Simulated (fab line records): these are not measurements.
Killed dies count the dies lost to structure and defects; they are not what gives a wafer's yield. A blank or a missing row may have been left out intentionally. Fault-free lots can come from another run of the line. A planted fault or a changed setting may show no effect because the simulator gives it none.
Problem report in the 8D (eight disciplines) form, filled by code	flow rit cmos	the parts of the form that need people (team, actions taken, sign-off) are left out

== 1. WHAT IS WRONG ==
At RIT_GATE_ETCH_19, run length s averages 276.5 s over 6 wafers from 2 lots, while fault-free wafers read 193.2 s, standard deviation 0.42. That is +99 or more standard deviations from the usual mean.
The step: etches poly-Si in SF6/CHF3/O2, stops on SiO2, time 165 s, target depth 312.5 nm.
First seen on wafer L717.1, day 5 05:58, on rie si-02. At this step, 39 wafers from 13 lots have a number in the record. By rule, "out" or "out of limits" means more than 4 standard deviations away from the usual mean. The rest of the wafers with a number are treated as sound.

== 2. WHAT IT IS, WHAT IT ISN'T ==
question	is	is not
which readings at this step	run length s, oes product au	drypump motor current A, throttle valve pct
which lots	L717, L718	L705, L706, L707, L708, L709, L710, L720, L722, L724, L726, L728
which wafers of those lots	all that have a number	-
read on which tools	rie si-02	rie si-01
when	from day 5 05:58	up to then (18 sound wafers); but 15 sound wafers of L720, L722, L724, L726, L728 came after

== 3. SUSPECTS, AND WHAT RULES EACH OUT ==
Counting: a tool at a process step up to the reading stays a suspect if it ran every lot that is out and no sound lot after the first of them.
- rie si-02 at RIT_GATE_ETCH_19 (etches poly-Si in SF6/CHF3/O2, stops on SiO2, time 165 s, target depth 312.5 nm): kept. Every lot that is out went through it, starting with L717 (day 5 05:58), and after that it ran no sound lot; the last sound lot it ran before then is L709 (day 3 09:07). On those wafers its own readings are out: oes product au, run length s.
Left after counting: rie si-02 at RIT_GATE_ETCH_19.

== 4. THE CAUSE (what the simulator had put in) ==
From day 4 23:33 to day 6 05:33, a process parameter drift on rie si-02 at RIT_GATE_ETCH_19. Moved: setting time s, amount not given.
After counting, this tool was the only one left.

== 5. SEQUENCE OF EFFECTS, ordered by route ==
Each row: a reading where the mean over the struck wafers with a number is more than 3 standard deviations away from the usual. Only readings for which the record gives a usual standard deviation are gone through. hours: the time from each lot's start at the first step in this table that gives one to its start at this step, as a median over the lots. sigmas: the change in usual standard deviations.
hours	step	reading	usual	on struck wafers	change	sigmas
0	RIT_GATE_ETCH_19	oes product au	0.837 a.u.	0.646	-0.191	-15
0	RIT_GATE_ETCH_19	run length s	193.2 s	276.5	+83.3	+99 or more
Here are the process steps it includes:
- RIT_GATE_ETCH_19: etches poly-Si in SF6/CHF3/O2, stops on SiO2, time 165 s, target depth 312.5 nm.
At these later measuring or inspecting steps, every struck wafer for which the step has a row has a number for every such reading, and none has moved that far: RIT_SDANNEAL_RS_MEAS_07.

== 6. HOW IT WOULD HAVE BEEN CAUGHT EARLIER ==
The fault began at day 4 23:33; the first out-of-limits reading in this record came at day 5 05:58, 6 hours later.
